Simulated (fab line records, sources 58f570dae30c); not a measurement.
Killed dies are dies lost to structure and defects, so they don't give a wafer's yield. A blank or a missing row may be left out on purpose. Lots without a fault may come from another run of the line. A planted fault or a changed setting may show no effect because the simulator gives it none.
A struck lot beside a sound one | flow berkeley_cmos170 | 43 steps out of a route of 331
Sound: wafers L728.1, L728.4, L728.6. Struck: wafers L737.1, L737.2, L737.5. The cause comes at the end.
At each step with rows: each side's tool, then ch and its chambers, then its first start. Under that, the readings that differ: sound wafers | struck wafers | difference of the means | sigmas: that difference in standard deviations of wafers without a fault.
alike: readings whose means differ by less than 2 such deviations, and words and numbers that are the same on both sides. not compared: withheld readings, readings that some wafer has no value for, bounds like >300 that may hide the same value, and numbers for which the record gives no deviation and whose values overlap.
The two part at a step that has a row with sigmas, a row that says differs or no value, or rows on one side only. Numbers that don't overlap but have no deviation are shown without sigmas and don't part them. A reading that every wafer of one side lacks parts them only if that side has two wafers or more.

UCB170_GATE_ETCH_15: etches poly-Si in HBr/Cl2, stops on SiO2, time 56.3 s, target depth 278.2 nm.
  sound on rie_si-01 ch 0,2, day 6 13:34; struck on rie_si-02 ch 1,2,3, day 9 01:57
  alike: drypump_motor_current_A, mfc_cl2_sccm, oes_product_au, throttle_valve_pct
  not compared: rf_hours_counter_h
UCB170_GATE_STRIP_16: strips in O2.
  sound on plasma_asher-01 ch 0,1, day 6 13:36; struck on plasma_asher-01 ch 0,1, day 9 01:59
  alike: drypump_motor_current_A, oes_product_au
  not compared: rf_hours_counter_h
UCB170_GATE_CD_MEAS_90: target cd 350 nm.
  sound on cd_sem-02, day 6 13:42; struck on cd_sem-02, day 9 02:05
  alike: cd_nm
then, 7 steps without rows for these wafers: UCB170_GATE_CLEAN_17 (cleans in SPM, time 600 s); UCB170_PLDD_HMDS_00 (prime time 60 s); UCB170_PLDD_COAT_01 (resist thk 900 nm); UCB170_PLDD_SOFTBAKE_02 (time 60 s); UCB170_PLDD_EXPOSE_03 (exposes mask PSELECT, target cd 1200 nm); UCB170_PLDD_PEB_04; UCB170_PLDD_DEVELOP_05 (develop time 45 s).
UCB170_PLDD_CD_MEAS_06: target cd 1200 nm.
  sound on cd_sem-01, day 6 15:18; struck on cd_sem-02, day 9 04:30
  alike: cd_nm
UCB170_PLDD_OVL_MEAS_07:
  sound on overlay-01, day 6 15:26; struck on overlay-01, day 9 04:37
  alike: PLDD_OVL
UCB170_PLDD_IMPLANT_08:
  sound on implanter-03 ch 0, day 6 15:28; struck on implanter-03 ch 0, day 9 04:40
  reading            | sound                         | struck                        | difference | sigmas
  beam_on_s (s)      | 9.82 9.72 10.20               | 13.83 13.28 13.81             | +3.73      | +20
  dose_ions_cm2      | 4.993e+13 4.995e+13 4.989e+13 | 8.004e+13 8.005e+13 8.008e+13 | +3.013e+13 | +99 or more
  faraday_current_uA | 161 163 156                   | 184 191 183                   | +26        | +8
then, 1 step without rows for these wafers: UCB170_PLDD_IMPLANT_09.
UCB170_PLDD_STRIP_10: strips in O2.
  sound on plasma_asher-01 ch 0,1, day 6 15:46; struck on plasma_asher-03 ch 0,1, day 9 04:58
  alike: drypump_motor_current_A, oes_product_au, strip_time_to_endpoint_s
  not compared: rf_hours_counter_h
UCB170_PLDD_TW_MEAS_11:
  sound on film_metro-03, day 6 15:52; struck on film_metro-03, day 9 05:17
  reading | sound        | struck         | difference | sigmas
  PLDD_TW | 998 995 1001 | 1084 1080 1074 | +81        | +8
  not compared: hold
then, 6 steps without rows for these wafers: UCB170_NLDD_HMDS_00 (prime time 60 s); UCB170_NLDD_COAT_01 (resist thk 900 nm); UCB170_NLDD_SOFTBAKE_02 (time 60 s); UCB170_NLDD_EXPOSE_03 (exposes mask NSELECT, target cd 1200 nm); UCB170_NLDD_PEB_04; UCB170_NLDD_DEVELOP_05 (develop time 45 s).
UCB170_NLDD_CD_MEAS_06: target cd 1200 nm.
  sound on cd_sem-02, day 6 17:27; struck on cd_sem-01, day 9 09:06
  alike: cd_nm
UCB170_NLDD_OVL_MEAS_07:
  sound on overlay-01, day 6 17:34; struck on overlay-01, day 9 09:16
  alike: NLDD_OVL
then, 3 steps without rows for these wafers: UCB170_NLDD_IMPLANT_08; UCB170_NLDD_IMPLANT_09; UCB170_NLDD_STRIP_10 (strips in O2).
UCB170_NLDD_TW_MEAS_11:
  sound on film_metro-02, day 6 18:01; struck on film_metro-03, day 9 09:53
  alike: NLDD_TW
then, 1 step without rows for these wafers: UCB170_NLDD_CLEAN_12 (cleans in SPM, time 600 s).
UCB170_SPACER_CVD_00: deposits SiO2 from TEOS/O2, target thk 376 nm, time 47 s.
  sound on pecvd-03 ch 0,1,2, day 6 19:59; struck on pecvd-01 ch 0,1, day 9 10:11
  alike: heater_power_w
UCB170_SPACER_THK_MEAS_01:
  sound on film_metro-01, day 6 20:03; struck on film_metro-01, day 9 10:13
  alike: SPACER_TEOS_THK
then, 1 step without rows for these wafers: UCB170_SPACER_ANNEAL_02 (time 1800 s).
UCB170_SPACER_ETCHBACK_03: etches SiO2 in CHF3/CF4/Ar, stops on Si, target depth 376 nm, time 100 s.
  sound on rie_diel-03 ch 0,1, day 6 22:15; struck on rie_diel-01 ch 0,2, day 9 11:54
  reading                     | sound       | struck      | difference | sigmas
  drypump_motor_current_A (A) | 5.7 6.3 6.3 | 4.7 5.5 4.8 | -1.1       | -2
  alike: cf4_flow_sccm, oes_product_au, throttle_valve_pct
  not compared: rf_hours_counter_h
then, 6 steps without rows for these wafers: UCB170_PSD_HMDS_00 (prime time 60 s); UCB170_PSD_COAT_01 (resist thk 900 nm); UCB170_PSD_SOFTBAKE_02 (time 60 s); UCB170_PSD_EXPOSE_03 (exposes mask PSELECT MOD, target cd 1200 nm); UCB170_PSD_PEB_04; UCB170_PSD_DEVELOP_05 (develop time 45 s).
UCB170_PSD_CD_MEAS_06: target cd 1200 nm.
  sound on cd_sem-02, day 7 00:09; struck on cd_sem-02, day 9 13:22
  alike: cd_nm
UCB170_PSD_OVL_MEAS_07:
  sound on overlay-02, day 7 00:16; struck on overlay-01, day 9 13:29
  reading      | sound      | struck | difference | sigmas
  PSD_OVL (nm) | -12 -15 -6 | 6 1 -5 | +12        | +2
UCB170_SDANNEAL_RS_MEAS_04: measures by four-point-probe.
  sound on film_metro-03, day 7 03:47; struck on film_metro-02, day 9 20:08
  reading          | sound                | struck            | difference | sigmas
  PLDD_RS (ohm/sq) | 1033.1 1030.4 1028.4 | 841.0 840.6 841.5 | -189.6     | -70
  not compared: hold
then, 1 step without rows for these wafers: UCB170_M3_PROBE_99.

WHERE THEY PART
First at UCB170_PLDD_IMPLANT_08; last, within this record, at UCB170_SDANNEAL_RS_MEAS_04.

WHY: what the simulator had put in
Process parameter drift: implanter-03, from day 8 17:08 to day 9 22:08, at UCB170_PLDD_IMPLANT_08. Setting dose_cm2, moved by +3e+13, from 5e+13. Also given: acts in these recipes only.
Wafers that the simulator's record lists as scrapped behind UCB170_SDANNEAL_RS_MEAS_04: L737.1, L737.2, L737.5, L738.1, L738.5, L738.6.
